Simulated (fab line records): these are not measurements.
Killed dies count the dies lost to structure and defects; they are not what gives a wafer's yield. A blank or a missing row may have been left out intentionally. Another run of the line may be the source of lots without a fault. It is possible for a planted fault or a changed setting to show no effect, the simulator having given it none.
2 desks, one fault -- flow rit cmos -- every desk sees just its own numbers, and what lay behind them comes last

## FROM THE METROLOGY DESK
Lot by lot, what the gauges showed, no matter which tool ran the lot: averages of those sampled wafers that carry a number. A lot is out of limits, marked OUT, if its mean lies more than 4 standard deviations from the usual mean; the brackets give that distance.
Columns: A = NRETRO_TW at RIT_NRETRO_TW_MEAS_10, usual 1053
lot,first seen here,A
L979,day 2 05:40,1048
L981,day 2 15:22,1049
L982,day 2 21:32,1050
L984,day 3 06:48,1050
L985,day 3 11:56,1066
L986,day 3 17:43,1069
L987,day 3 22:42,1055
L991,day 4 18:07,1034
L993,day 5 03:40,1001 (-5.4) OUT
L995,day 5 14:20,988 (-6.7) OUT
L997,day 6 00:30,1056
L998,day 6 06:38,1058
L100,day 6 16:53,1055
L102,day 7 05:34,1062
This desk finds L993, L995 out of limits, with the earliest case on L993 at day 5 03:40 (NRETRO_TW at RIT_NRETRO_TW_MEAS_10). Within limits: L979, L981, L982, L984, L985, L986, L987, L991, L997, L998, L100, L102.

## THE TOOL OWNER'S DESK: implanter-03
The tool's own readings at RIT_NRETRO_IMPLANT_08: means of the sampled wafers that have a number, for each lot that ran on this tool. A lot is out of limits, marked OUT, if its mean lies more than 4 standard deviations from the usual mean; the brackets give that distance.
Columns: A = dose ions cm2 at RIT_NRETRO_IMPLANT_08, usual 1e+13; B = faraday current uA at RIT_NRETRO_IMPLANT_08, usual 31.7; C = tilt deg at RIT_NRETRO_IMPLANT_08, usual 7.001 degrees
lot,first seen here,A,B,C
L981,day 2 15:02,1e+13,32.1,7.001
L984,day 3 06:31,1e+13,32.1,7.006
L993,day 5 03:22,8e+12 (-99 or more) OUT,26.2 (-8.4) OUT,6.981
L995,day 5 14:01,8e+12 (-99 or more) OUT,26.9 (-7.4) OUT,6.987
This desk's verdict: out of limits on L993, L995, starting with L993 at day 5 03:22 (dose ions cm2 at RIT_NRETRO_IMPLANT_08). Within limits: L981, L984.

## TAKEN TOGETHER
An alarm could have come from the tool owner's desk at day 5 03:22, on L993, L995.
Metrology desk: alarm possible at day 5 03:40 on L993, L995.
RIT_NRETRO_IMPLANT_08 was run on implanter-03 by each of the lots named.

## WHAT HAD BEEN PUT IN BY THE SIMULATOR
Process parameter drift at RIT_NRETRO_IMPLANT_08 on implanter-03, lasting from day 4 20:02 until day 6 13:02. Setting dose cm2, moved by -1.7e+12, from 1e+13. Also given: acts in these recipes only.
Shown lots that were struck: L993, L995.
Time in hours from fault onset to the first out-of-limits reading at each desk: tool owner's desk 7, metrology desk 8.
